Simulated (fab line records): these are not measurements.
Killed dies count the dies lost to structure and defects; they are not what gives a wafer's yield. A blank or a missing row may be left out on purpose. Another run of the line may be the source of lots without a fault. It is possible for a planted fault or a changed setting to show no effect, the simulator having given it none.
fab line records    flow rit_cmos    part 2 of 2: steps 34 to 46 of 46
record lots=5  wafers=15  last_day=6
route steps=202 shown ACTIVE@17 FOX1@20 FOX2@23 NWELL@28 PWELL@39 WELLDRIVE@50 NRETRO@53
lots with no fault: from the same line, run without faults
start_h: the number of hours between the record's first day and the start of the first shown wafer of the lot    wait_h: hours from the lot's prior step to this one    " repeats the value in the row above    L1.1+2: one row covering several wafers at once    - no value present, or no start provided    * or withheld: withheld    < > ~ a bound
route shown NAME@n: NAME is a module with steps in the file, n the number in the route of the first one    usual: mean and standard deviation over wafers with no fault    same: alike in all rows    chamber/n: place in a boat    sites: per-site readings    _std_site: standard deviation of those values    _edge_site: outer sites' mean less inner sites'    radius_mm: how far each site lies from the wafer's centre    mask NAME#n: copy n    behind: the last tool/chamber to shape the wafer    hold: why the lot was held/for how many hours/how that ended    device: names the non-switching transistor (n, p or np)    end of line: the same wafers' tests at the end of the route    a step without rows: its recipe alone    killed: the dies lost at the first sort to structure and to defects; this is not the yield of the wafer    map: per-die view of a wafer (x killed, . not killed, _ where there is no die)
set.NAME: the run value of the setting; set.NAME@STEP: its run value at that earlier step    model.NAME: the simulator's own value behind a step, which no gauge read
lots seen at some steps along the route; tables by step, rows by wafer
services: the hour from which a tool's chamber was out of use, counted from the record's first day as start_h (under 0 if before that day), plus the number of hours and why
## steps
# step RIT_WELLDRIVE_ANNEAL_00
# recipe temp_c=1100  time_s=14700  ambient=N2
lot.wafer   tool        chamber  start_h  wait_h
L084.1+5+6  furnace-04  0        75.70    0.6
L086.1+3+6  furnace-01  0        84.51    0.6
L088.1+4+5  furnace-01  0        94.84    0.1
L089.3+4+5  furnace-04  0        99.95    0.0
L092.2+4+5  furnace-04  0        115.37   0.0
# step RIT_WELLDRIVE_RS_MEAS_01
# recipe thk_meas_gauge=four-point-probe
# usual NWELL_RS=275.6/1
lot.wafer  tool           chamber  start_h  wait_h  NWELL_RS[ohm/sq]
L084.1     film_metro-01  -        80.78    0.0     275.5
L084.5     "              -        "        "       274.6
L084.6     "              -        "        "       274.9
L086.1     film_metro-01  -        89.60    0.0     274.8
L086.3     "              -        "        "       274.1
L086.6     "              -        "        "       273.2
L088.1     film_metro-04  -        99.93    0.0     277.1
L088.4     "              -        "        "       277.1
L088.5     "              -        "        "       276.9
L089.3     film_metro-04  -        105.08   0.0     276.2
L089.4     "              -        "        "       276.8
L089.5     "              -        "        "       277.0
L092.2     film_metro-02  -        120.47   0.0     274.7
L092.4     "              -        "        "       275.1
L092.5     "              -        "        "       274.9
# step RIT_WELLDRIVE_RS_MEAS_02
# recipe thk_meas_gauge=four-point-probe
# usual PWELL_RS=429.6/1.4
lot.wafer  tool           chamber  start_h  wait_h  PWELL_RS[ohm/sq]
L084.1     film_metro-01  -        80.90    0.1     428.2
L084.5     "              -        "        "       428.8
L084.6     "              -        "        "       429.4
L086.1     film_metro-01  -        89.72    0.1     430.3
L086.3     "              -        "        "       431.7
L086.6     "              -        "        "       431.0
L088.1     film_metro-04  -        100.05   0.1     430.1
L088.4     "              -        "        "       429.0
L088.5     "              -        "        "       429.5
L089.3     film_metro-04  -        105.20   0.1     430.3
L089.4     "              -        "        "       431.5
L089.5     "              -        "        "       429.6
L092.2     film_metro-02  -        120.59   0.1     427.7
L092.4     "              -        "        "       428.8
L092.5     "              -        "        "       427.2
# step RIT_NRETRO_HMDS_00
# recipe prime_time_s=60  prime_temp_c=140
lot.wafer   tool            chamber  start_h  wait_h
L084.1+5+6  litho_track-04  0        81.02    0.1
L086.1+3+6  litho_track-04  0        89.84    0.1
L088.1+4+5  litho_track-01  0        100.17   0.1
L089.3+4+5  litho_track-04  0        105.33   0.1
L092.2+4+5  litho_track-04  0        120.72   0.1
# step RIT_NRETRO_COAT_01
# recipe resist=NOVOLAK  spin_rpm=2000  resist_thk_nm=1300
# usual dispense_pressure_kPa=50/5.7
lot.wafer  tool            chamber  start_h  wait_h  dispense_pressure_kPa
L084.1     litho_track-04  0        81.17    0.1     43
L084.5     "               0        "        "       43
L084.6     "               0        "        "       43
L086.1     litho_track-04  0        89.99    0.1     43
L086.3     "               0        "        "       43
L086.6     "               0        "        "       43
L088.1     litho_track-01  0        100.32   0.1     57
L088.4     "               0        "        "       57
L088.5     "               0        "        "       57
L089.3     litho_track-04  0        105.48   0.1     43
L089.4     "               0        "        "       43
L089.5     "               0        "        "       43
L092.2     litho_track-04  0        120.87   0.1     43
L092.4     "               0        "        "       43
L092.5     "               0        "        "       43
# step RIT_NRETRO_SOFTBAKE_02
# recipe resist=NOVOLAK  temp_c=90  time_s=60
# usual plate_temp_C=90.01/0.12
lot.wafer  tool            chamber  start_h  wait_h  plate_temp_C
L084.1     litho_track-04  0        81.32    0.1     89.82
L084.5     "               0        "        "       90.04
L084.6     "               0        "        "       90.07
L086.1     litho_track-04  0        90.14    0.1     90.09
L086.3     "               0        "        "       89.95
L086.6     "               0        "        "       89.96
L088.1     litho_track-01  0        100.47   0.1     89.90
L088.4     "               0        "        "       89.82
L088.5     "               0        "        "       89.87
L089.3     litho_track-04  0        105.63   0.1     89.94
L089.4     "               0        "        "       89.78
L089.5     "               0        "        "       89.99
L092.2     litho_track-04  0        121.02   0.1     89.84
L092.4     "               0        "        "       90.18
L092.5     "               0        "        "       90.12
# step RIT_NRETRO_EXPOSE_03
# recipe mask_id=M4  na=0.57  target_cd_nm=43900  dose_mj=250
lot.wafer   tool              chamber  start_h  wait_h  mask
L084.1+5+6  iline_stepper-01  0        81.60    0.2     M4#0
L086.1+3+6  iline_stepper-01  0        90.29    0.1     M4#0
L088.1+4+5  iline_stepper-02  0        100.62   0.1     M4#0
L089.3+4+5  iline_stepper-01  0        105.89   0.2     M4#0
L092.2+4+5  iline_stepper-01  0        121.29   0.2     M4#0
# step RIT_NRETRO_PEB_04
# recipe resist=NOVOLAK  temp_c=withheld  time_s=withheld
lot.wafer   tool            chamber  start_h  wait_h
L084.1+5+6  litho_track-01  0        81.72    0.1
L086.1+3+6  litho_track-02  0        90.40    0.1
L088.1+4+5  litho_track-04  0        100.82   0.2
L089.3+4+5  litho_track-04  0        106.02   0.1
L092.2+4+5  litho_track-04  0        121.41   0.1
# step RIT_NRETRO_DEVELOP_05
# recipe resist=NOVOLAK  develop_time_s=68  dev_temp_c=23
lot.wafer   tool            chamber  start_h  wait_h
L084.1+5+6  litho_track-01  0        -        -
L086.1+3+6  litho_track-02  0        -        -
L088.1+4+5  litho_track-04  0        -        -
L089.3+4+5  litho_track-04  0        -        -
L092.2+4+5  litho_track-04  0        -        -
# step RIT_NRETRO_OVL_MEAS_06
# usual NRETRO_OVL=-1.0/1.4
lot.wafer  tool        chamber  start_h  wait_h  NRETRO_OVL[nm]
L084.1     overlay-02  -        82.04    -       1.0
L084.5     "           -        "        "       0.2
L084.6     "           -        "        "       0.3
L086.1     overlay-02  -        90.72    -       -0.3
L086.3     "           -        "        "       -0.4
L086.6     "           -        "        "       -3.2
L088.1     overlay-02  -        101.14   -       -0.9
L088.4     "           -        "        "       -1.9
L088.5     "           -        "        "       -1.7
L089.3     overlay-02  -        106.29   -       -2.5
L089.4     "           -        "        "       -1.1
L089.5     "           -        "        "       -4.2
L092.2     overlay-02  -        121.70   -       0.4
L092.4     "           -        "        "       -0.7
L092.5     "           -        "        "       -0.1
# step RIT_NRETRO_HARDBAKE_07
# recipe resist=NOVOLAK  temp_c=140  time_s=120
# usual plate_temp_C=140.00/0.14
lot.wafer  tool            chamber  start_h  wait_h  plate_temp_C
L084.1     litho_track-01  0        82.07    0.0     139.87
L084.5     "               0        "        "       139.96
L084.6     "               0        "        "       140.14
L086.1     litho_track-04  0        90.75    0.0     139.80
L086.3     "               0        "        "       140.01
L086.6     "               0        "        "       139.86
L088.1     litho_track-02  0        101.17   0.0     140.02
L088.4     "               0        "        "       139.98
L088.5     "               0        "        "       139.80
L089.3     litho_track-04  0        106.40   0.1     139.97
L089.4     "               0        "        "       139.87
L089.5     "               0        "        "       140.07
L092.2     litho_track-02  0        121.78   0.1     140.04
L092.4     "               0        "        "       139.90
L092.5     "               0        "        "       139.79
# step RIT_NRETRO_IMPLANT_08
# recipe species=P  energy_kev=70  dose_cm2=1e+13  tilt_deg=7
lot.wafer   tool          chamber  start_h  wait_h
L084.1+5+6  implanter-02  0        82.32    0.2
L086.1+3+6  implanter-02  0        91.00    0.2
L088.1+4+5  implanter-02  0        101.42   0.2
L089.3+4+5  implanter-02  0        106.62   0.2
L092.2+4+5  implanter-02  0        122.01   0.2
# step RIT_NRETRO_STRIP_09
# recipe chemistry=O2  time_s=180  resist=NOVOLAK  platen_temp_c=withheld  power_w=500  pressure_mtorr=4000  o2_flow_sccm=4000
# usual drypump_motor_current_A=5.4/0.44  rf_refl_power_W=8.2/1.4
lot.wafer  tool             chamber  start_h  wait_h  drypump_motor_current_A  rf_hours_counter_h  rf_refl_power_W
L084.1     plasma_asher-03  0        82.47    0.1     5.3                      46                  6.2
L084.5     "                0        "        "       5.3                      -                   6.2
L084.6     "                1        "        "       6.1                      -                   9.4
L086.1     plasma_asher-01  0        91.15    0.1     5.8                      42                  7.6
L086.3     "                1        "        "       4.8                      -                   10.5
L086.6     "                0        "        "       5.8                      -                   8.2
L088.1     plasma_asher-02  0        101.57   0.1     5.3                      32                  6.9
L088.4     "                1        "        "       5.1                      -                   8.1
L088.5     "                1        "        "       5.1                      -                   8.0
L089.3     plasma_asher-02  1        106.77   0.1     5.1                      -                   8.1
L089.4     "                0        "        "       5.3                      -                   7.3
L089.5     "                0        "        "       5.3                      -                   7.1
L092.2     plasma_asher-02  0        122.13   0.1     5.2                      35                  6.7
L092.4     "                0        "        "       5.3                      -                   6.8
L092.5     "                1        "        "       5.1                      -                   8.3
## services
tool              chamber  start_h  hours  kind
iline_stepper-01  -        61.48    1.7    pm
implanter-03      -        62.84    6.5    pm
implanter-02      -        64.13    5.5    pm
iline_stepper-01  0        71.56    -      calibration
plasma_asher-03   -        86.96    2.8    repair
iline_stepper-02  -        95.08    4.4    pm
iline_stepper-01  -        106.96   4.4    pm
plasma_asher-03   -        108.75   9.0    pm
plasma_asher-03   0        108.75   9.0    vent_cycle
plasma_asher-03   1        108.75   9.0    vent_cycle
iline_stepper-02  -        115.69   1.7    pm
plasma_asher-03   0        117.75   -      clean
plasma_asher-03   1        117.75   -      clean
